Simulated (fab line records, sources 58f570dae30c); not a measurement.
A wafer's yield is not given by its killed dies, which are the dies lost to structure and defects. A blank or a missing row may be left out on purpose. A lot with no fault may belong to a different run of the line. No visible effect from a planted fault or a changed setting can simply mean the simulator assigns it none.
Which tool is to blame? || flow berkeley cmos170 || 45 wafers from 15 lots sampled at 2 of the route's 331 steps

## WHAT EACH GAUGE READ, for each wafer
Not one reading of a measure or inspect step in the record can be checked against a usual standard deviation.

## WHICH TOOL RAN EACH LOT (tool, then ch and the chambers of the sampled wafers, then the start)
{"lot": "L681", "UCB170_NSD_STRIP_09": "plasma asher-01 ch 0,1, day 6 13:01", "UCB170_BACKSIDE_STRIP_03": "plasma asher-04 ch 0,1, day 6 13:48"}
{"lot": "L682", "UCB170_NSD_STRIP_09": "plasma asher-01 ch 1, day 6 22:23", "UCB170_BACKSIDE_STRIP_03": "plasma asher-01 ch 0,1, day 6 23:15"}
{"lot": "L684", "UCB170_NSD_STRIP_09": "plasma asher-02 ch 0,1, day 7 11:59", "UCB170_BACKSIDE_STRIP_03": "plasma asher-02 ch 0,1, day 7 13:16"}
{"lot": "L685", "UCB170_NSD_STRIP_09": "plasma asher-03 ch 0,1, day 7 12:07", "UCB170_BACKSIDE_STRIP_03": "plasma asher-01 ch 0,1, day 7 13:16"}
{"lot": "L686", "UCB170_NSD_STRIP_09": "plasma asher-03 ch 0,1, day 7 12:26", "UCB170_BACKSIDE_STRIP_03": "plasma asher-02 ch 0,1, day 7 13:43"}
{"lot": "L688", "UCB170_NSD_STRIP_09": "plasma asher-03 ch 0,1, day 8 04:34", "UCB170_BACKSIDE_STRIP_03": "plasma asher-02 ch 0,1, day 8 05:35"}
{"lot": "L687", "UCB170_NSD_STRIP_09": "plasma asher-01 ch 0,1, day 8 04:59", "UCB170_BACKSIDE_STRIP_03": "plasma asher-04 ch 0,1, day 8 06:15"}
{"lot": "L691", "UCB170_NSD_STRIP_09": "plasma asher-01 ch 0,1, day 8 14:23", "UCB170_BACKSIDE_STRIP_03": "plasma asher-04 ch 0,1, day 8 15:32"}
{"lot": "L689", "UCB170_NSD_STRIP_09": "plasma asher-02 ch 0,1, day 8 15:23", "UCB170_BACKSIDE_STRIP_03": "plasma asher-02 ch 0,1, day 8 16:51"}
{"lot": "L697", "UCB170_NSD_STRIP_09": "plasma asher-01 ch 0,1, day 9 19:27", "UCB170_BACKSIDE_STRIP_03": "plasma asher-02 ch 0,1, day 9 20:50"}
{"lot": "L699", "UCB170_NSD_STRIP_09": "plasma asher-02 ch 0,1, day 10 03:35", "UCB170_BACKSIDE_STRIP_03": "plasma asher-01 ch 0,1, day 10 04:24"}
{"lot": "L698", "UCB170_NSD_STRIP_09": "plasma asher-03 ch 0,1, day 10 03:49", "UCB170_BACKSIDE_STRIP_03": "plasma asher-04 ch 0,1, day 10 04:35"}
{"lot": "L701", "UCB170_NSD_STRIP_09": "plasma asher-02 ch 0,1, day 10 17:25", "UCB170_BACKSIDE_STRIP_03": "plasma asher-02 ch 0,1, day 10 18:13"}
{"lot": "L702", "UCB170_NSD_STRIP_09": "plasma asher-03 ch 0,1, day 10 17:31", "UCB170_BACKSIDE_STRIP_03": "plasma asher-04 ch 0,1, day 10 18:37"}
{"lot": "L703", "UCB170_NSD_STRIP_09": "plasma asher-03 ch 0,1, day 11 07:32", "UCB170_BACKSIDE_STRIP_03": "plasma asher-04 ch 0,1, day 11 08:20"}
- UCB170_NSD_STRIP_09: strips in O2.
- UCB170_BACKSIDE_STRIP_03: strips in O2.

## AS READ BY THE TOOLS THEMSELVES (means over the sampled wafers that have a number; for cases with no such wafer, the mark the record gives instead)
UCB170_NSD_STRIP_09. Usual: chamber pressure mTorr 3500.1 mTorr, standard deviation 2.9; drypump motor current A 5.6 A, standard deviation 0.52; oes product au 0.534 a.u., standard deviation 0.0046; strip time to endpoint s 35.83 s, standard deviation 0.064.
{"lot": "L681", "tool": "plasma asher-01", "chamber pressure mTorr (mTorr)": 3501.9, "drypump motor current A (A)": 5.9, "oes product au (a.u.)": 0.533, "strip time to endpoint s (s)": 35.77, "flag": ""}
{"lot": "L682", "tool": "plasma asher-01", "chamber pressure mTorr (mTorr)": 3499.2, "drypump motor current A (A)": 6.2, "oes product au (a.u.)": 0.533, "strip time to endpoint s (s)": 35.86, "flag": ""}
{"lot": "L684", "tool": "plasma asher-02", "chamber pressure mTorr (mTorr)": 3501.3, "drypump motor current A (A)": 5.6, "oes product au (a.u.)": 0.534, "strip time to endpoint s (s)": 35.82, "flag": ""}
{"lot": "L685", "tool": "plasma asher-03", "chamber pressure mTorr (mTorr)": 3503.7, "drypump motor current A (A)": 5.3, "oes product au (a.u.)": 0.536, "strip time to endpoint s (s)": 35.78, "flag": ""}
{"lot": "L686", "tool": "plasma asher-03", "chamber pressure mTorr (mTorr)": 3501.2, "drypump motor current A (A)": 5.3, "oes product au (a.u.)": 0.535, "strip time to endpoint s (s)": 35.82, "flag": ""}
{"lot": "L688", "tool": "plasma asher-03", "chamber pressure mTorr (mTorr)": "-", "drypump motor current A (A)": "-", "oes product au (a.u.)": "-", "strip time to endpoint s (s)": "-", "flag": "OFF"}
{"lot": "L687", "tool": "plasma asher-01", "chamber pressure mTorr (mTorr)": "-", "drypump motor current A (A)": "-", "oes product au (a.u.)": "-", "strip time to endpoint s (s)": "-", "flag": "OFF"}
{"lot": "L691", "tool": "plasma asher-01", "chamber pressure mTorr (mTorr)": "-", "drypump motor current A (A)": "-", "oes product au (a.u.)": "-", "strip time to endpoint s (s)": "-", "flag": "OFF"}
{"lot": "L689", "tool": "plasma asher-02", "chamber pressure mTorr (mTorr)": 3501.2, "drypump motor current A (A)": 5.7, "oes product au (a.u.)": 0.530, "strip time to endpoint s (s)": 35.84, "flag": ""}
{"lot": "L697", "tool": "plasma asher-01", "chamber pressure mTorr (mTorr)": 3497.4, "drypump motor current A (A)": 5.9, "oes product au (a.u.)": 0.531, "strip time to endpoint s (s)": 35.82, "flag": ""}
{"lot": "L699", "tool": "plasma asher-02", "chamber pressure mTorr (mTorr)": 3499.9, "drypump motor current A (A)": 5.7, "oes product au (a.u.)": 0.536, "strip time to endpoint s (s)": 35.83, "flag": ""}
{"lot": "L698", "tool": "plasma asher-03", "chamber pressure mTorr (mTorr)": 3500.6, "drypump motor current A (A)": 5.3, "oes product au (a.u.)": 0.530, "strip time to endpoint s (s)": 35.92, "flag": ""}
{"lot": "L701", "tool": "plasma asher-02", "chamber pressure mTorr (mTorr)": 3499.1, "drypump motor current A (A)": 6.0, "oes product au (a.u.)": 0.529, "strip time to endpoint s (s)": 35.86, "flag": ""}
{"lot": "L702", "tool": "plasma asher-03", "chamber pressure mTorr (mTorr)": 3499.8, "drypump motor current A (A)": 5.3, "oes product au (a.u.)": 0.530, "strip time to endpoint s (s)": 35.92, "flag": ""}
{"lot": "L703", "tool": "plasma asher-03", "chamber pressure mTorr (mTorr)": 3499.7, "drypump motor current A (A)": 5.3, "oes product au (a.u.)": 0.536, "strip time to endpoint s (s)": 35.85, "flag": ""}

UCB170_BACKSIDE_STRIP_03. Usual: chamber pressure mTorr 3500 mTorr, standard deviation 3.3; drypump motor current A 5.9 A, standard deviation 0.48; oes product au 0.735 a.u., standard deviation 0.0041; strip time to endpoint s 21.97 s, standard deviation 0.06.
{"lot": "L681", "tool": "plasma asher-04", "chamber pressure mTorr (mTorr)": 3504, "drypump motor current A (A)": 6.1, "oes product au (a.u.)": 0.732, "strip time to endpoint s (s)": 21.95, "flag": ""}
{"lot": "L682", "tool": "plasma asher-01", "chamber pressure mTorr (mTorr)": 3501, "drypump motor current A (A)": 5.8, "oes product au (a.u.)": 0.738, "strip time to endpoint s (s)": 22.01, "flag": ""}
{"lot": "L684", "tool": "plasma asher-02", "chamber pressure mTorr (mTorr)": 3503, "drypump motor current A (A)": 5.7, "oes product au (a.u.)": 0.738, "strip time to endpoint s (s)": 21.93, "flag": ""}
{"lot": "L685", "tool": "plasma asher-01", "chamber pressure mTorr (mTorr)": 3500, "drypump motor current A (A)": 5.5, "oes product au (a.u.)": 0.735, "strip time to endpoint s (s)": 21.99, "flag": ""}
{"lot": "L686", "tool": "plasma asher-02", "chamber pressure mTorr (mTorr)": 3501, "drypump motor current A (A)": 5.7, "oes product au (a.u.)": 0.734, "strip time to endpoint s (s)": 22.10, "flag": ""}
{"lot": "L688", "tool": "plasma asher-02", "chamber pressure mTorr (mTorr)": 3503, "drypump motor current A (A)": 5.7, "oes product au (a.u.)": 0.738, "strip time to endpoint s (s)": 48.28, "flag": "OFF"}
{"lot": "L687", "tool": "plasma asher-04", "chamber pressure mTorr (mTorr)": 3500, "drypump motor current A (A)": 6.1, "oes product au (a.u.)": 0.736, "strip time to endpoint s (s)": 48.14, "flag": "OFF"}
{"lot": "L691", "tool": "plasma asher-04", "chamber pressure mTorr (mTorr)": 3498, "drypump motor current A (A)": 6.0, "oes product au (a.u.)": 0.743, "strip time to endpoint s (s)": 48.16, "flag": "OFF"}
{"lot": "L689", "tool": "plasma asher-02", "chamber pressure mTorr (mTorr)": 3502, "drypump motor current A (A)": 6.0, "oes product au (a.u.)": 0.736, "strip time to endpoint s (s)": 21.93, "flag": ""}
{"lot": "L697", "tool": "plasma asher-02", "chamber pressure mTorr (mTorr)": 3504, "drypump motor current A (A)": 5.7, "oes product au (a.u.)": 0.735, "strip time to endpoint s (s)": 21.95, "flag": ""}
{"lot": "L699", "tool": "plasma asher-01", "chamber pressure mTorr (mTorr)": 3502, "drypump motor current A (A)": 5.5, "oes product au (a.u.)": 0.733, "strip time to endpoint s (s)": 21.99, "flag": ""}
{"lot": "L698", "tool": "plasma asher-04", "chamber pressure mTorr (mTorr)": 3501, "drypump motor current A (A)": 6.1, "oes product au (a.u.)": 0.738, "strip time to endpoint s (s)": 21.89, "flag": ""}
{"lot": "L701", "tool": "plasma asher-02", "chamber pressure mTorr (mTorr)": 3498, "drypump motor current A (A)": 5.7, "oes product au (a.u.)": 0.735, "strip time to endpoint s (s)": 21.97, "flag": ""}
{"lot": "L702", "tool": "plasma asher-04", "chamber pressure mTorr (mTorr)": 3500, "drypump motor current A (A)": 6.0, "oes product au (a.u.)": 0.733, "strip time to endpoint s (s)": 21.99, "flag": ""}
{"lot": "L703", "tool": "plasma asher-04", "chamber pressure mTorr (mTorr)": 3504, "drypump motor current A (A)": 6.1, "oes product au (a.u.)": 0.734, "strip time to endpoint s (s)": 21.88, "flag": ""}

## THE ANSWER, worked out from the rows above alone
Rule: a lot counts as off when the mean over its wafers that have a number is more than 3 standard deviations away from the usual mean. Also off: a lot with no number at a reading for which 4 or more lots have one. Any other lot the step has rows for is counted as sound. After the gauges, taken in route order, come the tools' own readings; for these a lot's mean is taken, as printed above. At the first step where some lot is off, the reading lying furthest off is the one used; lots without a number count as furthest.
Off, at UCB170_NSD_STRIP_09 on chamber pressure mTorr: L688, L687, L691. Without a number there: L688, L687, L691.
A tool fits if, at that step or a process step before it, it ran every lot that is off, and no sound lot after the first of them. None of those tried fits.

## WHAT THE SIMULATOR HAD PUT IN
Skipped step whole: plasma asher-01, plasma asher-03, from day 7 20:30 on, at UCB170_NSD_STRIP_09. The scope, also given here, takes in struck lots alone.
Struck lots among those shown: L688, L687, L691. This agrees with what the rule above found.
